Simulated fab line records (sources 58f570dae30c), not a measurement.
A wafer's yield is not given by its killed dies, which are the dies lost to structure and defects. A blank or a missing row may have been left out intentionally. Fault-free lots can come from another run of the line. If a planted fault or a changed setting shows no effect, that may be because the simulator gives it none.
fab line records / flow berkeley-cmos170
record lots=6 wafers=18 last-day=12
route steps=331 shown NLDD@159 SPACER@171 PSD@175
lots that met no fault: from a run of the same line without faults
start-h: the number of hours between the record's first day and the start of the first shown wafer of the lot / wait-h: hours from the lot's prior step to this one / " same as the row above / L1.1+2: a row that stands for several wafers / - value missing, or start not given / * or withheld: withheld / < > ~ a bound
route shown NAME@n: names a module that has steps shown in the file, with the first one's number in the route / usual: mean/standard deviation taken from wafers without a fault / same: alike in all rows / chamber/n: place in a boat / sites: per-site readings / _std_site: standard deviation of those values / _edge_site: the outer-site mean with the inner-site mean subtracted / radius-mm: for every site, how far away it sits from the centre of the wafer / mask NAME#n: copy n / behind: the most recent tool/chamber to have shaped the wafer / hold: cause of the lot's hold/its duration in hours/its outcome / device: which transistor (n, p or np) failed to switch / end of line: the same wafers' tests at the end of the route / a step with no rows: only its recipe / killed: count of dies lost to structure and defects at first sort (not the wafer's yield) / map: a wafer's dies, x killed, . not, _ none there
set.NAME: the setting the step ran with; set.NAME@STEP: the setting that earlier step ran with / model.NAME: the simulator's own value behind a step, which no gauge read
a table for each step, a row for each wafer; lots at some steps of the route
services: the hour from which a tool's chamber was out of use, counted from the record's first day as start-h (under 0 if before that day), plus the number of hours and why
## steps
# step UCB170_NLDD_COAT_01
# recipe resist=KrF spin-rpm=1500 resist-thk-nm=900
# step UCB170_NLDD_SOFTBAKE_02
# recipe resist=KrF temp-c=130 time-s=60
# step UCB170_NLDD_EXPOSE_03
# recipe mask-id=NSELECT na=0.5 sigma-outer=0.6 source-shape=conventional target-cd-nm=1200 dose-mj=30
# step UCB170_NLDD_PEB_04
# recipe peb-temp-c=130 peb-time-s=withheld resist=KrF
# step UCB170_NLDD_DEVELOP_05
# recipe developer=TMAH develop-time-s=45 resist=KrF dev-temp-c=21
# step UCB170_NLDD_CD_MEAS_06
# recipe target-cd-nm=1200
# usual cd-nm=1200.2/1.7
lot.wafer=L950.1 tool=cd-sem-02 chamber=- start-h=151.22 wait-h=- cd-nm=1197.6
lot.wafer=L950.2 tool=cd-sem-02 chamber=- start-h=151.22 wait-h=- cd-nm=1198.4
lot.wafer=L950.4 tool=cd-sem-02 chamber=- start-h=151.22 wait-h=- cd-nm=1197.9
lot.wafer=L947.1 tool=cd-sem-01 chamber=- start-h=152.58 wait-h=- cd-nm=1198.9
lot.wafer=L947.5 tool=cd-sem-01 chamber=- start-h=152.58 wait-h=- cd-nm=1198.2
lot.wafer=L947.6 tool=cd-sem-01 chamber=- start-h=152.58 wait-h=- cd-nm=1198.1
lot.wafer=L954.2 tool=cd-sem-02 chamber=- start-h=187.36 wait-h=- cd-nm=1199.8
lot.wafer=L954.3 tool=cd-sem-02 chamber=- start-h=187.36 wait-h=- cd-nm=1197.9
lot.wafer=L954.4 tool=cd-sem-02 chamber=- start-h=187.36 wait-h=- cd-nm=1198.3
lot.wafer=L957.2 tool=cd-sem-01 chamber=- start-h=210.92 wait-h=- cd-nm=1201.4
lot.wafer=L957.3 tool=cd-sem-01 chamber=- start-h=210.92 wait-h=- cd-nm=1201.5
lot.wafer=L957.5 tool=cd-sem-01 chamber=- start-h=210.92 wait-h=- cd-nm=1202.3
lot.wafer=L963.1 tool=cd-sem-01 chamber=- start-h=234.36 wait-h=- cd-nm=1201.8
lot.wafer=L963.2 tool=cd-sem-01 chamber=- start-h=234.36 wait-h=- cd-nm=1202.6
lot.wafer=L963.6 tool=cd-sem-01 chamber=- start-h=234.36 wait-h=- cd-nm=1202.6
lot.wafer=L969.2 tool=cd-sem-02 chamber=- start-h=255.77 wait-h=- cd-nm=1199.4
lot.wafer=L969.3 tool=cd-sem-02 chamber=- start-h=255.77 wait-h=- cd-nm=1198.6
lot.wafer=L969.5 tool=cd-sem-02 chamber=- start-h=255.77 wait-h=- cd-nm=1200.8
# step UCB170_NLDD_OVL_MEAS_07
# usual NLDD_OVL=1/5.1
lot.wafer=L950.1 tool=overlay-02 chamber=- start-h=151.34 wait-h=0.1 NLDD_OVL[nm]=-2
lot.wafer=L950.2 tool=overlay-02 chamber=- start-h=151.34 wait-h=0.1 NLDD_OVL[nm]=-7
lot.wafer=L950.4 tool=overlay-02 chamber=- start-h=151.34 wait-h=0.1 NLDD_OVL[nm]=-7
lot.wafer=L947.1 tool=overlay-02 chamber=- start-h=152.70 wait-h=0.1 NLDD_OVL[nm]=1
lot.wafer=L947.5 tool=overlay-02 chamber=- start-h=152.70 wait-h=0.1 NLDD_OVL[nm]=-2
lot.wafer=L947.6 tool=overlay-02 chamber=- start-h=152.70 wait-h=0.1 NLDD_OVL[nm]=-3
lot.wafer=L954.2 tool=overlay-01 chamber=- start-h=187.46 wait-h=0.1 NLDD_OVL[nm]=-6
lot.wafer=L954.3 tool=overlay-01 chamber=- start-h=187.46 wait-h=0.1 NLDD_OVL[nm]=1
lot.wafer=L954.4 tool=overlay-01 chamber=- start-h=187.46 wait-h=0.1 NLDD_OVL[nm]=-3
lot.wafer=L957.2 tool=overlay-01 chamber=- start-h=211.02 wait-h=0.1 NLDD_OVL[nm]=-4
lot.wafer=L957.3 tool=overlay-01 chamber=- start-h=211.02 wait-h=0.1 NLDD_OVL[nm]=1
lot.wafer=L957.5 tool=overlay-01 chamber=- start-h=211.02 wait-h=0.1 NLDD_OVL[nm]=3
lot.wafer=L963.1 tool=overlay-01 chamber=- start-h=234.48 wait-h=0.1 NLDD_OVL[nm]=7
lot.wafer=L963.2 tool=overlay-01 chamber=- start-h=234.48 wait-h=0.1 NLDD_OVL[nm]=1
lot.wafer=L963.6 tool=overlay-01 chamber=- start-h=234.48 wait-h=0.1 NLDD_OVL[nm]=4
lot.wafer=L969.2 tool=overlay-01 chamber=- start-h=255.88 wait-h=0.1 NLDD_OVL[nm]=3
lot.wafer=L969.3 tool=overlay-01 chamber=- start-h=255.88 wait-h=0.1 NLDD_OVL[nm]=7
lot.wafer=L969.5 tool=overlay-01 chamber=- start-h=255.88 wait-h=0.1 NLDD_OVL[nm]=1
# step UCB170_NLDD_IMPLANT_08
# recipe species=As dose-cm2=5e+13 energy-kev=30 tilt-deg=7 rotation-deg=0
# step UCB170_NLDD_IMPLANT_09
# recipe species=As dose-cm2=5e+13 energy-kev=30 tilt-deg=7 rotation-deg=180
# step UCB170_NLDD_STRIP_10
# recipe chemistry=O2 power-w=400 pressure-mtorr=3500 platen-temp-c=withheld o2-flow-sccm=400 overash-fraction=0.5
# usual drypump-motor-current-A=5.7/0.62 o2-flow-sccm=400.0/1.3 oes-product-au=0.734/0.0046 strip-time-to-endpoint-s=21.58/0.058
lot.wafer=L950.1 tool=plasma-asher-01 chamber=0 start-h=151.68 wait-h=0.1 drypump-motor-current-A=4.7 o2-flow-sccm=399.0 oes-product-au=0.736 rf-hours-counter-h=36 strip-time-to-endpoint-s=21.63
lot.wafer=L950.2 tool=plasma-asher-01 chamber=1 start-h=151.68 wait-h=0.1 drypump-motor-current-A=5.5 o2-flow-sccm=402.4 oes-product-au=0.735 rf-hours-counter-h=36 strip-time-to-endpoint-s=21.64
lot.wafer=L950.4 tool=plasma-asher-01 chamber=1 start-h=151.68 wait-h=0.1 drypump-motor-current-A=5.5 o2-flow-sccm=400.4 oes-product-au=0.736 rf-hours-counter-h=- strip-time-to-endpoint-s=21.64
lot.wafer=L947.1 tool=plasma-asher-04 chamber=1 start-h=153.04 wait-h=0.1 drypump-motor-current-A=6.0 o2-flow-sccm=402.0 oes-product-au=0.738 rf-hours-counter-h=4 strip-time-to-endpoint-s=21.62
lot.wafer=L947.5 tool=plasma-asher-04 chamber=0 start-h=153.04 wait-h=0.1 drypump-motor-current-A=6.7 o2-flow-sccm=399.8 oes-product-au=0.733 rf-hours-counter-h=- strip-time-to-endpoint-s=21.66
lot.wafer=L947.6 tool=plasma-asher-04 chamber=1 start-h=153.04 wait-h=0.1 drypump-motor-current-A=6.1 o2-flow-sccm=399.6 oes-product-au=0.736 rf-hours-counter-h=- strip-time-to-endpoint-s=21.66
lot.wafer=L954.2 tool=plasma-asher-02 chamber=1 start-h=187.79 wait-h=0.1 drypump-motor-current-A=5.8 o2-flow-sccm=399.4 oes-product-au=0.730 rf-hours-counter-h=48 strip-time-to-endpoint-s=21.53
lot.wafer=L954.3 tool=plasma-asher-02 chamber=1 start-h=187.79 wait-h=0.1 drypump-motor-current-A=5.8 o2-flow-sccm=399.4 oes-product-au=0.736 rf-hours-counter-h=- strip-time-to-endpoint-s=21.63
lot.wafer=L954.4 tool=plasma-asher-02 chamber=0 start-h=187.79 wait-h=0.1 drypump-motor-current-A=5.1 o2-flow-sccm=401.1 oes-product-au=0.746 rf-hours-counter-h=- strip-time-to-endpoint-s=21.65
lot.wafer=L957.2 tool=plasma-asher-02 chamber=0 start-h=211.35 wait-h=0.1 drypump-motor-current-A=5.1 o2-flow-sccm=400.7 oes-product-au=0.729 rf-hours-counter-h=51 strip-time-to-endpoint-s=21.55
lot.wafer=L957.3 tool=plasma-asher-02 chamber=0 start-h=211.35 wait-h=0.1 drypump-motor-current-A=5.1 o2-flow-sccm=401.1 oes-product-au=0.739 rf-hours-counter-h=- strip-time-to-endpoint-s=21.54
lot.wafer=L957.5 tool=plasma-asher-02 chamber=1 start-h=211.35 wait-h=0.1 drypump-motor-current-A=5.8 o2-flow-sccm=396.6 oes-product-au=0.732 rf-hours-counter-h=- strip-time-to-endpoint-s=21.59
lot.wafer=L963.1 tool=plasma-asher-04 chamber=0 start-h=234.82 wait-h=0.1 drypump-motor-current-A=6.7 o2-flow-sccm=401.2 oes-product-au=0.733 rf-hours-counter-h=14 strip-time-to-endpoint-s=21.63
lot.wafer=L963.2 tool=plasma-asher-04 chamber=1 start-h=234.82 wait-h=0.1 drypump-motor-current-A=6.0 o2-flow-sccm=399.8 oes-product-au=0.732 rf-hours-counter-h=14 strip-time-to-endpoint-s=21.62
lot.wafer=L963.6 tool=plasma-asher-04 chamber=0 start-h=234.82 wait-h=0.1 drypump-motor-current-A=6.7 o2-flow-sccm=399.8 oes-product-au=0.739 rf-hours-counter-h=- strip-time-to-endpoint-s=21.62
lot.wafer=L969.2 tool=plasma-asher-02 chamber=0 start-h=256.21 wait-h=0.1 drypump-motor-current-A=5.1 o2-flow-sccm=398.7 oes-product-au=0.730 rf-hours-counter-h=56 strip-time-to-endpoint-s=21.54
lot.wafer=L969.3 tool=plasma-asher-02 chamber=0 start-h=256.21 wait-h=0.1 drypump-motor-current-A=5.1 o2-flow-sccm=399.7 oes-product-au=0.731 rf-hours-counter-h=- strip-time-to-endpoint-s=21.49
lot.wafer=L969.5 tool=plasma-asher-02 chamber=1 start-h=256.21 wait-h=0.1 drypump-motor-current-A=5.8 o2-flow-sccm=402.0 oes-product-au=0.737 rf-hours-counter-h=- strip-time-to-endpoint-s=21.50
# step UCB170_NLDD_TW_MEAS_11
# usual NLDD_TW=2222/13
lot.wafer=L950.1 tool=film-metro-01 chamber=- start-h=151.78 wait-h=0.1 NLDD_TW=2217
lot.wafer=L950.2 tool=film-metro-01 chamber=- start-h=151.78 wait-h=0.1 NLDD_TW=2231
lot.wafer=L950.4 tool=film-metro-01 chamber=- start-h=151.78 wait-h=0.1 NLDD_TW=2225
lot.wafer=L947.1 tool=film-metro-01 chamber=- start-h=153.14 wait-h=0.1 NLDD_TW=2215
lot.wafer=L947.5 tool=film-metro-01 chamber=- start-h=153.14 wait-h=0.1 NLDD_TW=2220
lot.wafer=L947.6 tool=film-metro-01 chamber=- start-h=153.14 wait-h=0.1 NLDD_TW=2205
lot.wafer=L954.2 tool=film-metro-03 chamber=- start-h=187.90 wait-h=0.1 NLDD_TW=2212
lot.wafer=L954.3 tool=film-metro-03 chamber=- start-h=187.90 wait-h=0.1 NLDD_TW=2205
lot.wafer=L954.4 tool=film-metro-03 chamber=- start-h=187.90 wait-h=0.1 NLDD_TW=2215
lot.wafer=L957.2 tool=film-metro-03 chamber=- start-h=211.46 wait-h=0.1 NLDD_TW=2202
lot.wafer=L957.3 tool=film-metro-03 chamber=- start-h=211.46 wait-h=0.1 NLDD_TW=2210
lot.wafer=L957.5 tool=film-metro-03 chamber=- start-h=211.46 wait-h=0.1 NLDD_TW=2199
lot.wafer=L963.1 tool=film-metro-01 chamber=- start-h=234.92 wait-h=0.1 NLDD_TW=2212
lot.wafer=L963.2 tool=film-metro-01 chamber=- start-h=234.92 wait-h=0.1 NLDD_TW=2224
lot.wafer=L963.6 tool=film-metro-01 chamber=- start-h=234.92 wait-h=0.1 NLDD_TW=2215
lot.wafer=L969.2 tool=film-metro-01 chamber=- start-h=256.32 wait-h=0.1 NLDD_TW=2228
lot.wafer=L969.3 tool=film-metro-01 chamber=- start-h=256.32 wait-h=0.1 NLDD_TW=2222
lot.wafer=L969.5 tool=film-metro-01 chamber=- start-h=256.32 wait-h=0.1 NLDD_TW=2223
# step UCB170_NLDD_CLEAN_12
# recipe chemistry=SPM temp-c=120 time-s=600
# step UCB170_SPACER_CVD_00
# recipe material=SiO2 target-thk-nm=376 temp-c=390 precursor=TEOS/O2 time-s=47 rf-w=550 pressure-mtorr=9000
# usual heater-power-w=277/63
lot.wafer=L950.1 tool=pecvd-03 chamber=2 start-h=152.01 wait-h=0.0 heater-power-w=237 since-wet-clean-h=124 model.SiO2_of_SPACER_CVD_00.thk-nm=374.6
lot.wafer=L950.2 tool=pecvd-03 chamber=1 start-h=152.01 wait-h=0.0 heater-power-w=318 since-wet-clean-h=124 model.SiO2_of_SPACER_CVD_00.thk-nm=373.6
lot.wafer=L950.4 tool=pecvd-03 chamber=0 start-h=152.01 wait-h=0.0 heater-power-w=306 since-wet-clean-h=- model.SiO2_of_SPACER_CVD_00.thk-nm=381.8
lot.wafer=L947.1 tool=pecvd-04 chamber=0 start-h=153.39 wait-h=0.0 heater-power-w=254 since-wet-clean-h=4 model.SiO2_of_SPACER_CVD_00.thk-nm=373.3
lot.wafer=L947.5 tool=pecvd-04 chamber=2 start-h=153.39 wait-h=0.0 heater-power-w=320 since-wet-clean-h=- model.SiO2_of_SPACER_CVD_00.thk-nm=381.2
lot.wafer=L947.6 tool=pecvd-04 chamber=0 start-h=153.39 wait-h=0.0 heater-power-w=255 since-wet-clean-h=- model.SiO2_of_SPACER_CVD_00.thk-nm=383
lot.wafer=L954.2 tool=pecvd-03 chamber=2 start-h=188.13 wait-h=0.0 heater-power-w=220 since-wet-clean-h=160 model.SiO2_of_SPACER_CVD_00.thk-nm=421.4
lot.wafer=L954.3 tool=pecvd-03 chamber=0 start-h=188.13 wait-h=0.0 heater-power-w=370 since-wet-clean-h=160 model.SiO2_of_SPACER_CVD_00.thk-nm=418.7
lot.wafer=L954.4 tool=pecvd-03 chamber=1 start-h=188.13 wait-h=0.0 heater-power-w=341 since-wet-clean-h=- model.SiO2_of_SPACER_CVD_00.thk-nm=422.8
lot.wafer=L957.2 tool=pecvd-03 chamber=2 start-h=212.32 wait-h=0.0 heater-power-w=210 since-wet-clean-h=184 model.SiO2_of_SPACER_CVD_00.thk-nm=415
lot.wafer=L957.3 tool=pecvd-03 chamber=1 start-h=212.32 wait-h=0.0 heater-power-w=300 since-wet-clean-h=184 model.SiO2_of_SPACER_CVD_00.thk-nm=412.4
lot.wafer=L957.5 tool=pecvd-03 chamber=2 start-h=212.32 wait-h=0.0 heater-power-w=223 since-wet-clean-h=- model.SiO2_of_SPACER_CVD_00.thk-nm=423.8
lot.wafer=L963.1 tool=pecvd-04 chamber=1 start-h=235.15 wait-h=0.0 heater-power-w=272 since-wet-clean-h=86 model.SiO2_of_SPACER_CVD_00.thk-nm=367.2
lot.wafer=L963.2 tool=pecvd-04 chamber=2 start-h=235.15 wait-h=0.0 heater-power-w=284 since-wet-clean-h=86 model.SiO2_of_SPACER_CVD_00.thk-nm=373.3
lot.wafer=L963.6 tool=pecvd-04 chamber=1 start-h=235.15 wait-h=0.0 heater-power-w=185 since-wet-clean-h=- model.SiO2_of_SPACER_CVD_00.thk-nm=379
lot.wafer=L969.2 tool=pecvd-04 chamber=2 start-h=259.16 wait-h=0.0 heater-power-w=254 since-wet-clean-h=110 model.SiO2_of_SPACER_CVD_00.thk-nm=368
lot.wafer=L969.3 tool=pecvd-04 chamber=1 start-h=259.16 wait-h=0.0 heater-power-w=222 since-wet-clean-h=110 model.SiO2_of_SPACER_CVD_00.thk-nm=370.8
lot.wafer=L969.5 tool=pecvd-04 chamber=2 start-h=259.16 wait-h=0.0 heater-power-w=287 since-wet-clean-h=- model.SiO2_of_SPACER_CVD_00.thk-nm=369.6
# step UCB170_SPACER_THK_MEAS_01
# recipe reads=SiO2_of_SPACER_CVD_00
# usual SPACER_TEOS_THK=376/4.7
lot.wafer=L950.1 tool=film-metro-02 chamber=- start-h=152.06 wait-h=0.0 hold=- SPACER_TEOS_THK[nm]=374
lot.wafer=L950.2 tool=film-metro-02 chamber=- start-h=152.06 wait-h=0.0 hold=- SPACER_TEOS_THK[nm]=374
lot.wafer=L950.4 tool=film-metro-02 chamber=- start-h=152.06 wait-h=0.0 hold=- SPACER_TEOS_THK[nm]=382
lot.wafer=L947.1 tool=film-metro-02 chamber=- start-h=153.43 wait-h=0.0 hold=- SPACER_TEOS_THK[nm]=373
lot.wafer=L947.5 tool=film-metro-02 chamber=- start-h=153.43 wait-h=0.0 hold=- SPACER_TEOS_THK[nm]=381
lot.wafer=L947.6 tool=film-metro-02 chamber=- start-h=153.43 wait-h=0.0 hold=- SPACER_TEOS_THK[nm]=383
lot.wafer=L954.2 tool=film-metro-04 chamber=- start-h=188.18 wait-h=0.0 hold=await-dispo/0.2h/release SPACER_TEOS_THK[nm]=421
lot.wafer=L954.3 tool=film-metro-04 chamber=- start-h=188.18 wait-h=0.0 hold=await-dispo/0.2h/release SPACER_TEOS_THK[nm]=419
lot.wafer=L954.4 tool=film-metro-04 chamber=- start-h=188.18 wait-h=0.0 hold=await-dispo/0.2h/release SPACER_TEOS_THK[nm]=422
lot.wafer=L954.2 tool=film-metro-04 chamber=- start-h=188.41 wait-h=0.2 hold=- SPACER_TEOS_THK[nm]=421
lot.wafer=L954.3 tool=film-metro-04 chamber=- start-h=188.41 wait-h=0.2 hold=- SPACER_TEOS_THK[nm]=419
lot.wafer=L954.4 tool=film-metro-04 chamber=- start-h=188.41 wait-h=0.2 hold=- SPACER_TEOS_THK[nm]=422
lot.wafer=L957.2 tool=film-metro-03 chamber=- start-h=212.37 wait-h=0.0 hold=await-dispo/0.2h/release SPACER_TEOS_THK[nm]=415
lot.wafer=L957.3 tool=film-metro-03 chamber=- start-h=212.37 wait-h=0.0 hold=await-dispo/0.2h/release SPACER_TEOS_THK[nm]=412
lot.wafer=L957.5 tool=film-metro-03 chamber=- start-h=212.37 wait-h=0.0 hold=await-dispo/0.2h/release SPACER_TEOS_THK[nm]=424
lot.wafer=L957.2 tool=film-metro-03 chamber=- start-h=212.60 wait-h=0.2 hold=- SPACER_TEOS_THK[nm]=415
lot.wafer=L957.3 tool=film-metro-03 chamber=- start-h=212.60 wait-h=0.2 hold=- SPACER_TEOS_THK[nm]=412
lot.wafer=L957.5 tool=film-metro-03 chamber=- start-h=212.60 wait-h=0.2 hold=- SPACER_TEOS_THK[nm]=424
lot.wafer=L963.1 tool=film-metro-02 chamber=- start-h=235.20 wait-h=0.0 hold=- SPACER_TEOS_THK[nm]=367
lot.wafer=L963.2 tool=film-metro-02 chamber=- start-h=235.20 wait-h=0.0 hold=- SPACER_TEOS_THK[nm]=373
lot.wafer=L963.6 tool=film-metro-02 chamber=- start-h=235.20 wait-h=0.0 hold=- SPACER_TEOS_THK[nm]=379
lot.wafer=L969.2 tool=film-metro-03 chamber=- start-h=259.21 wait-h=0.0 hold=- SPACER_TEOS_THK[nm]=368
lot.wafer=L969.3 tool=film-metro-03 chamber=- start-h=259.21 wait-h=0.0 hold=- SPACER_TEOS_THK[nm]=371
lot.wafer=L969.5 tool=film-metro-03 chamber=- start-h=259.21 wait-h=0.0 hold=- SPACER_TEOS_THK[nm]=370
# step UCB170_SPACER_ETCHBACK_03
# recipe stop-on=Si target=SiO2 chemistry=CHF3/CF4/Ar CHF3_flow_sccm=50 cf4-flow-sccm=10 Ar_flow_sccm=120 pressure-mtorr=200 rf-w=500 target-depth-a=3760 time-s=100
# usual drypump-motor-current-A=5.5/0.48 oes-product-au=0.903/0.015 throttle-valve-pct=6.43/0.1
lot.wafer=L950.1 tool=rie-diel-02 chamber=0 start-h=154.91 wait-h=0.0 drypump-motor-current-A=4.8 oes-product-au=0.882 rf-hours-counter-h=111 throttle-valve-pct=6.51 model.etch.depth-nm=374.6
lot.wafer=L950.2 tool=rie-diel-02 chamber=2 start-h=154.91 wait-h=0.0 drypump-motor-current-A=6.0 oes-product-au=0.893 rf-hours-counter-h=39 throttle-valve-pct=6.38 model.etch.depth-nm=373.6
lot.wafer=L950.4 tool=rie-diel-02 chamber=1 start-h=154.91 wait-h=0.0 drypump-motor-current-A=5.8 oes-product-au=0.935 rf-hours-counter-h=148 throttle-valve-pct=6.51 model.etch.depth-nm=381.8
lot.wafer=L947.1 tool=rie-diel-03 chamber=1 start-h=157.70 wait-h=0.0 drypump-motor-current-A=5.1 oes-product-au=0.896 rf-hours-counter-h=12 throttle-valve-pct=6.43 model.etch.depth-nm=373.3
lot.wafer=L947.5 tool=rie-diel-03 chamber=3 start-h=157.70 wait-h=0.0 drypump-motor-current-A=5.6 oes-product-au=0.914 rf-hours-counter-h=- throttle-valve-pct=6.32 model.etch.depth-nm=381.2
lot.wafer=L947.6 tool=rie-diel-03 chamber=2 start-h=157.70 wait-h=0.0 drypump-motor-current-A=4.7 oes-product-au=0.924 rf-hours-counter-h=- throttle-valve-pct=6.45 model.etch.depth-nm=383
lot.wafer=L954.2 tool=rie-diel-04 chamber=3 start-h=216.78 wait-h=0.0 drypump-motor-current-A=6.1 oes-product-au=0.965 rf-hours-counter-h=87 throttle-valve-pct=6.25 model.etch.depth-nm=421.4
lot.wafer=L954.3 tool=rie-diel-04 chamber=2 start-h=216.78 wait-h=0.0 drypump-motor-current-A=5.1 oes-product-au=0.983 rf-hours-counter-h=113 throttle-valve-pct=6.47 model.etch.depth-nm=418.7
lot.wafer=L954.4 tool=rie-diel-04 chamber=0 start-h=216.78 wait-h=0.0 drypump-motor-current-A=6.2 oes-product-au=0.969 rf-hours-counter-h=17 throttle-valve-pct=6.63 model.etch.depth-nm=422.8
lot.wafer=L957.2 tool=rie-diel-02 chamber=3 start-h=216.78 wait-h=0.0 drypump-motor-current-A=5.9 oes-product-au=0.981 rf-hours-counter-h=49 throttle-valve-pct=6.45 model.etch.depth-nm=415
lot.wafer=L957.3 tool=rie-diel-02 chamber=0 start-h=216.78 wait-h=0.0 drypump-motor-current-A=4.8 oes-product-au=0.941 rf-hours-counter-h=114 throttle-valve-pct=6.52 model.etch.depth-nm=412.4
lot.wafer=L957.5 tool=rie-diel-02 chamber=0 start-h=216.78 wait-h=0.0 drypump-motor-current-A=4.8 oes-product-au=0.964 rf-hours-counter-h=- throttle-valve-pct=6.52 model.etch.depth-nm=423.8
lot.wafer=L963.1 tool=rie-diel-03 chamber=2 start-h=241.39 wait-h=0.0 drypump-motor-current-A=4.7 oes-product-au=0.888 rf-hours-counter-h=61 throttle-valve-pct=6.42 model.etch.depth-nm=367.2
lot.wafer=L963.2 tool=rie-diel-03 chamber=3 start-h=241.39 wait-h=0.0 drypump-motor-current-A=5.7 oes-product-au=0.897 rf-hours-counter-h=12 throttle-valve-pct=6.33 model.etch.depth-nm=373.3
lot.wafer=L963.6 tool=rie-diel-03 chamber=3 start-h=241.39 wait-h=0.0 drypump-motor-current-A=5.7 oes-product-au=0.904 rf-hours-counter-h=- throttle-valve-pct=6.32 model.etch.depth-nm=379
lot.wafer=L969.2 tool=rie-diel-04 chamber=3 start-h=263.89 wait-h=0.0 drypump-motor-current-A=6.1 oes-product-au=0.879 rf-hours-counter-h=91 throttle-valve-pct=6.23 model.etch.depth-nm=368
lot.wafer=L969.3 tool=rie-diel-04 chamber=0 start-h=263.89 wait-h=0.0 drypump-motor-current-A=6.2 oes-product-au=0.889 rf-hours-counter-h=20 throttle-valve-pct=6.61 model.etch.depth-nm=370.8
lot.wafer=L969.5 tool=rie-diel-04 chamber=1 start-h=263.89 wait-h=0.0 drypump-motor-current-A=5.3 oes-product-au=0.887 rf-hours-counter-h=- throttle-valve-pct=6.33 model.etch.depth-nm=369.6
# step UCB170_PSD_HMDS_00
# recipe prime-time-s=60 prime-temp-c=100
## services
tool=rie-diel-02 chamber=0 start-h=129.30 hours=7.8 kind=repair
tool=pecvd-04 chamber=- start-h=135.50 hours=14.0 kind=pm
tool=pecvd-04 chamber=0 start-h=135.50 hours=14.0 kind=vent-cycle
tool=pecvd-04 chamber=1 start-h=135.50 hours=14.0 kind=vent-cycle
tool=pecvd-04 chamber=2 start-h=135.50 hours=14.0 kind=vent-cycle
tool=rie-diel-04 chamber=0 start-h=137.80 hours=2.4 kind=repair
tool=plasma-asher-04 chamber=- start-h=140.02 hours=2.8 kind=pm
tool=pecvd-04 chamber=0 start-h=149.50 hours=- kind=clean
tool=pecvd-04 chamber=1 start-h=149.50 hours=- kind=clean
tool=pecvd-04 chamber=2 start-h=149.50 hours=- kind=clean
tool=plasma-asher-01 chamber=- start-h=157.65 hours=0.6 kind=repair
tool=plasma-asher-02 chamber=- start-h=158.13 hours=6.6 kind=pm
tool=rie-diel-04 chamber=1 start-h=165.43 hours=3.0 kind=repair
tool=pecvd-04 chamber=- start-h=172.65 hours=3.1 kind=repair
tool=rie-diel-02 chamber=1 start-h=189.88 hours=- kind=clean
tool=rie-diel-02 chamber=1 start-h=189.88 hours=18.7 kind=scheduled-down
tool=rie-diel-02 chamber=1 start-h=189.88 hours=18.7 kind=vent-cycle
tool=rie-diel-03 chamber=2 start-h=218.54 hours=1.2 kind=repair
tool=rie-diel-04 chamber=0 start-h=253.11 hours=6.5 kind=repair
tool=rie-diel-04 chamber=2 start-h=259.17 hours=15.0 kind=repair
## key
first-sign step=UCB170_SPACER_THK_MEAS_01 reading=visit direction=added
effect step=UCB170_SPACER_THK_MEAS_01 reading=SPACER_TEOS_THK direction=up sigmas=9.2 usual=376 struck=419
effect step=UCB170_SPACER_ETCHBACK_03 reading=oes-product-au direction=up sigmas=4.1 usual=0.903 struck=0.967
model-effect step=UCB170_SPACER_CVD_00 value=SiO2_of_SPACER_CVD_00.thk-nm without=374 struck=419
model-effect step=UCB170_SPACER_ETCHBACK_03 value=etch.depth-nm without=374 struck=419
met-at UCB170_SPACER_CVD_00
struck-wafers L954.2,L954.3,L954.4,L957.2,L957.3,L957.5
sort-left-out L954.2,L954.3,L954.4,L957.2,L957.3,L957.5
tester-left-out L954,L957
onset-between 152.01 188.13
fault kind=process-parameter-drift tool=pecvd-03 chamber=- onset-h=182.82 steps=UCB170_SPACER_CVD_00 channel=target-thk-nm offset=45.12 shape=step end-h=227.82 acts-in=these-recipes-only stated=376
# tester-left-out: of these lots the tester's yield and bins aren't shown, on N5 and GAA mostly nor the transistor test; their killed dies are dies lost to structure and defects alone, not to doping, threshold or leakage, so they don't give the yield
# sort-left-out: the simulated sort isn't trusted on such a fault, so these wafers' sort isn't shown, and their yield isn't known
